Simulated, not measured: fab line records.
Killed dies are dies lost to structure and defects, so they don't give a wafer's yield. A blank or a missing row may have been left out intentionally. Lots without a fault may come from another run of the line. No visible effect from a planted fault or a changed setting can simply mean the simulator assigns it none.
Check for tools in common -- flow rit_cmos -- Lots sampled 13, wafers sampled 39

THE REASON FOR OPENING IT
1 of 13 lots carry a flag on the reading NSD_TW at RIT_NSD_TW_MEAS_10. Fault-free wafers read 3110, with a standard deviation of 25.
Rule: a lot is flagged in two cases, either no wafer of it has a number, or all its wafers with numbers fall more than 4 standard deviations from that mean. The other lots count as sound.

lot,measured,on,"NSD_TW, wafer by wafer",flag
L333,day 3 10:17,film_metro-01,3106 3102 3097,
L335,day 3 14:33,film_metro-04,30 30 30,FLAGGED
L337,day 4 08:57,film_metro-01,3103 3084 3118,
L345,day 5 13:52,film_metro-01,3099 3109 3114,
L347,day 5 23:36,film_metro-04,3072 3101 3072,
L348,day 6 06:30,film_metro-03,3139 3147 3127,
L349,day 6 10:50,film_metro-04,3102 3096 3100,
L351,day 7 03:04,film_metro-04,3101 3078 3099,
L352,day 7 10:00,film_metro-03,3151 3159 3158,
L353,day 7 13:39,film_metro-01,3115 3099 3104,
L354,day 7 20:35,film_metro-01,3108 3102 3106,
L355,day 8 05:44,film_metro-01,3106 3101 3098,
L356,day 8 07:30,film_metro-01,3099 3097 3101,
On average the flagged lots read 30, which is -3080 against the usual, or -99 or more standard deviations.

WHICH TOOL EACH LOT WENT THROUGH
The record keeps 1 process step preceding the reading, out of 202 steps on the route. Every cell lists first the tool, next ch and the chambers used by the sampled wafers, and last the start.
lot,flag,RIT_NSD_EXPOSE_03
L333,,"iline_stepper-02 ch 0, day 3 09:22"
L335,FLAGGED,"iline_stepper-02 ch 0, day 3 13:31"
L337,,"iline_stepper-02 ch 0, day 4 08:02"
L345,,"iline_stepper-02 ch 0, day 5 12:58"
L347,,"iline_stepper-01 ch 0, day 5 22:41"
L348,,"iline_stepper-02 ch 0, day 6 05:35"
L349,,"iline_stepper-01 ch 0, day 6 09:52"
L351,,"iline_stepper-01 ch 0, day 7 02:09"
L352,,"iline_stepper-02 ch 0, day 7 08:56"
L353,,"iline_stepper-02 ch 0, day 7 12:44"
L354,,"iline_stepper-02 ch 0, day 7 19:40"
L355,,"iline_stepper-01 ch 0, day 8 04:52"
L356,,"iline_stepper-01 ch 0, day 8 06:35"
What is done by these steps:
- RIT_NSD_EXPOSE_03: exposes mask M9, target cd 40700 nm.
- RIT_NSD_TW_MEAS_10

FLAGGED OVER TOTAL, TOOL BY TOOL (the gauges that took the reading come last)
step,tool,lots run,flagged,share of the flagged lots,sound lots run after its first flagged lot
RIT_NSD_EXPOSE_03,iline_stepper-01,5,0,none,-
RIT_NSD_EXPOSE_03,iline_stepper-02,8,1,all,"6 (L337,L345,L348,L352,L353,L354)"
RIT_NSD_TW_MEAS_10,film_metro-01,7,0,none,-
RIT_NSD_TW_MEAS_10,film_metro-03,2,0,none,-
RIT_NSD_TW_MEAS_10,film_metro-04,4,1,all,"3 (L347,L349,L351)"

WHAT THE TABLE PERMITS
2 rows of the table ran every flagged lot: iline_stepper-02 at RIT_NSD_EXPOSE_03, film_metro-04 at RIT_NSD_TW_MEAS_10.
- iline_stepper-02 at RIT_NSD_EXPOSE_03: 1 of its 8 lots flagged. Lots that were sound ran on it after the first flagged one (L337, L345, L348, L352, L353, L354); a persistent fault on the entire tool would not allow that.
- film_metro-04 at RIT_NSD_TW_MEAS_10: 1 of its 4 lots flagged. Lots that were sound ran on it after the first flagged one (L347, L349, L351); a persistent fault on the entire tool would not allow that.
There is no row in the table that ran each flagged lot and no sound lot after the first.

WHAT WAS PUT IN BY THE SIMULATOR
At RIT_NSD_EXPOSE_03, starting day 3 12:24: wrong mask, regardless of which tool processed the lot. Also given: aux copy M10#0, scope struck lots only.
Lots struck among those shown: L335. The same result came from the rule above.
